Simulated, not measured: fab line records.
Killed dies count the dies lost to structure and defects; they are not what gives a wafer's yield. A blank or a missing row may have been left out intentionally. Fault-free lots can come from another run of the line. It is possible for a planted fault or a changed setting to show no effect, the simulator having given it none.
Matching of chambers || flow berkeleyCmos170 || 4 sister chambers for UCB170_V2_CMP_02 on cmp-02
The step polishes SiO2. 8 wafers are shown with their chamber, then 9 later ones without.

== WAFERS PAIRED WITH THEIR CHAMBERS ==
{"wafer": "L715.2", "chamber": 2, "motorCurrentA (A)": 16.3}
{"wafer": "L720.1", "chamber": 3, "motorCurrentA (A)": 17.0}
{"wafer": "L728.2", "chamber": 0, "motorCurrentA (A)": 19.6}
{"wafer": "L728.5", "chamber": 2, "motorCurrentA (A)": 15.6}
{"wafer": "L728.6", "chamber": 1, "motorCurrentA (A)": 16.9}
{"wafer": "L727.2", "chamber": 3, "motorCurrentA (A)": 15.4}
{"wafer": "L727.3", "chamber": 1, "motorCurrentA (A)": 15.1}
{"wafer": "L727.4", "chamber": 0, "motorCurrentA (A)": 18.3}

== WAFERS WITHOUT THEIR CHAMBER ==
{"wafer": "L725.1", "motorCurrentA (A)": 16.5}
{"wafer": "L725.2", "motorCurrentA (A)": 18.1}
{"wafer": "L725.5", "motorCurrentA (A)": 16.2}
{"wafer": "L729.1", "motorCurrentA (A)": 18.7}
{"wafer": "L729.4", "motorCurrentA (A)": 15.7}
{"wafer": "L729.5", "motorCurrentA (A)": 16.8}
{"wafer": "L731.2", "motorCurrentA (A)": 16.0}
{"wafer": "L731.3", "motorCurrentA (A)": 18.9}
{"wafer": "L731.5", "motorCurrentA (A)": 15.6}

== EACH ONE'S CHAMBER ==
{"wafer": "L725.1", "from the rows above": "can't be placed: 3 or 1 or 2", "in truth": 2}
{"wafer": "L725.2", "from the rows above": "can't be placed: 0 or 3 or 1 or 2", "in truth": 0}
{"wafer": "L725.5", "from the rows above": "can't be placed: 3 or 1 or 2", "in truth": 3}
{"wafer": "L729.1", "from the rows above": 0, "in truth": 0}
{"wafer": "L729.4", "from the rows above": "can't be placed: 2 or 1 or 3", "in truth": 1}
{"wafer": "L729.5", "from the rows above": "can't be placed: 3 or 1 or 2 or 0", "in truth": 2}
{"wafer": "L731.2", "from the rows above": "can't be placed: 1 or 2 or 3", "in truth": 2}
{"wafer": "L731.3", "from the rows above": 0, "in truth": 0}
{"wafer": "L731.5", "from the rows above": "can't be placed: 2 or 1 or 3", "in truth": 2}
Correct placement for 2 of the 9. Not placeable from these rows: 7 (in 7, the candidates include the true chamber). 0 placed wrongly.
How it was worked out, from the rows above alone: a wafer's distance from a chamber is the root of the sum, over the readings, of the square of ((its reading less the chamber's mean) divided by the reading's scatter). If the next closest chamber is less than 2 further off than the closest, the wafer can't be placed; otherwise it belongs to the closest. Each chamber's mean is taken over the wafers shown for it. The scatter: the root of (the sum of the squares of (reading less its chamber's mean) over the shown wafers, divided by (wafers less chambers)).
